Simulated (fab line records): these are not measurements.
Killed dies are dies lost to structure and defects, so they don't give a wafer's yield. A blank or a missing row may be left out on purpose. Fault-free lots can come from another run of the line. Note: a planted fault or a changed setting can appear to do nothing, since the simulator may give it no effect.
A lot that was struck, set against a sound lot :: flow rit-cmos :: 20 steps out of a route of 202
Sound: these wafers, L866.1, L866.3, L866.4. Wafers struck: L858.1, L858.4, L858.5. At the end, the cause is stated.
Each step with rows lists, per side, the tool, then ch with its chambers, then its first start. Under that, the readings that differ: sound wafers :: struck wafers :: difference of the means :: sigmas: that difference in standard deviations of wafers without a fault.
alike: same words and numbers on both sides, and readings whose means sit less than 2 such deviations apart. not compared: any withheld reading, any reading some wafer has no value for, any bound like >300 that may hide the same value, and any number with overlapping values for which the record gives no deviation.
Wherever a step has rows on one side only, a row that says differs or no value, or a row with sigmas, the two part there. Non-overlapping numbers with no deviation appear without sigmas and do not part them. A reading that every wafer of one side lacks parts them only if that side has two wafers or more.

RIT_ACTIVE_BOW_MEAS_00:
  sound on film-metro-02, day 5 04:00; struck on film-metro-01, day 3 12:00
  alike: INCOMING_BOW
then, 1 step without rows for these wafers: RIT_ACTIVE_OXIDATION_01 (target thk 46.8 nm, ox time 3360 s).
RIT_ACTIVE_THK_MEAS_02:
  sound on film-metro-01, day 5 06:03; struck on film-metro-01, day 3 17:16
  alike: ACTIVE_OXIDE_THK
RIT_ACTIVE_CVD_03: deposits Si3N4 from SiH2Cl2/NH3, target thk 150 nm, time 1500 s.
  sound on lpcvd-01 ch 1, day 5 06:46; struck on lpcvd-01 ch 1, day 3 19:11
RIT_ACTIVE_THK_MEAS_04:
  sound on film-metro-01, day 5 08:54; struck on film-metro-01, day 3 20:37
reading: ACTIVE_NITRIDE_THK (nm)
sound: 147.8 148.8 148.1
struck: 301.7 301.6 301.2
difference: +153.3
sigmas: +99 or more
then, 6 steps without rows for these wafers: RIT_ACTIVE_HMDS_05 (prime time 60 s); RIT_ACTIVE_COAT_06 (resist thk 1000 nm); RIT_ACTIVE_SOFTBAKE_07 (time 60 s); RIT_ACTIVE_EXPOSE_08 (exposes mask M1, target cd 1400 nm); RIT_ACTIVE_PEB_09; RIT_ACTIVE_DEVELOP_10 (develop time 50 s).
RIT_ACTIVE_CD_MEAS_11 targets a cd of 1400 nm.
  sound on cd-sem-02, day 5 09:58; struck on cd-sem-02, day 3 21:36
  alike: cd-nm
then, 1 step without rows for these wafers: RIT_ACTIVE_HARDBAKE_12 (time 60 s).
RIT_ACTIVE_ETCH_13: etches Si3N4 in SF6, stops on SiO2, time 210 s, target depth 210 nm.
  sound on rie-diel-01 ch 0,1,2, day 5 10:14; struck on rie-diel-02 ch 0,1,2, day 3 21:59
reading: oes-product-au (a.u.)
sound: 0.809 0.826 0.836
struck: 0.987 1.014 1.003
difference: +0.178
sigmas: +14

reading: model.etch.depth-nm (nm)
sound: 147.8 148.8 148.1
struck: 204.2 218.8 212.8
difference: +63.7
sigmas: 

reading: model.ACTIVE.feature-depth-nm (nm)
sound: 147.8 150.3 148.1
struck: 204.2 218.8 212.8
difference: +63.2
sigmas: 
  alike: drypump-motor-current-A, throttle-valve-pct
  not compared: rf-hours-counter-h, model.SiO2_of_ACTIVE_OXIDATION_01.thk-nm
RIT_ACTIVE_STRIP_14: strips in O2, time 180 s.
  sound on plasma-asher-02 ch 0,1, day 5 10:22; struck on plasma-asher-02 ch 0,1, day 3 22:08
  alike: drypump-motor-current-A
  not compared: rf-hours-counter-h
RIT_ACTIVE_CD_MEAS_90 targets a cd of 1400 nm.
  sound on cd-sem-01, day 5 10:32; struck on cd-sem-01, day 3 22:18
  alike: cd-nm
RIT_ACTIVE_CLEAN_15: cleans in SC1, time 600 s.
  sound on wet-bench-02 ch 0, day 5 10:40; struck on wet-bench-02 ch 2, day 3 22:25
reading: model.Si3N4_of_ACTIVE_CVD_03.thk-nm (nm)
sound: 147.4 148.4 147.7
struck: 301.5 301.2 300.8
difference: +153.3
sigmas: 
RIT_ACTIVE_CLEAN_16: cleans in dHF, time 30 s.
  sound on wet-bench-04 ch 0, day 5 10:50; struck on wet-bench-04 ch 2, day 3 22:38
reading: model.Si3N4_of_ACTIVE_CVD_03.thk-nm (nm)
sound: 146.9 148 147.3
struck: 301.1 300.7 300.4
difference: +153.3
sigmas: 
then, 1 step without rows for these wafers: RIT_ACTIVE_CLEAN_17 (cleans in SC2, time 600 s).
-- the record jumps here: 2 days lie between the struck wafers' starts before and after (it left off in module ACTIVE and takes up again in module M1, whose first step shown is number 202 of the route) --
RIT_M1_PROBE_99:
  sound on prober-01, day 7 08:34; struck on prober-01, day 6 00:42
reading: killed-at-front-end
sound: 6 6 3
struck: 264 264 264
difference: +259
sigmas: +86

reading: killed-dies
sound: 6 6 3
struck: 264 264 264
difference: +259
sigmas: +84

reading: killed-on-rim
sound: 3 1 1
struck: 70 70 70
difference: +68
sigmas: +46
  alike: killed_at_M0_to_M3, killed-at-contacts, killed-open, killed-short

== WHERE THEY PART ==
First at RIT_ACTIVE_THK_MEAS_04; last, within this record, at RIT_M1_PROBE_99.

WHY: the cause the simulator had injected
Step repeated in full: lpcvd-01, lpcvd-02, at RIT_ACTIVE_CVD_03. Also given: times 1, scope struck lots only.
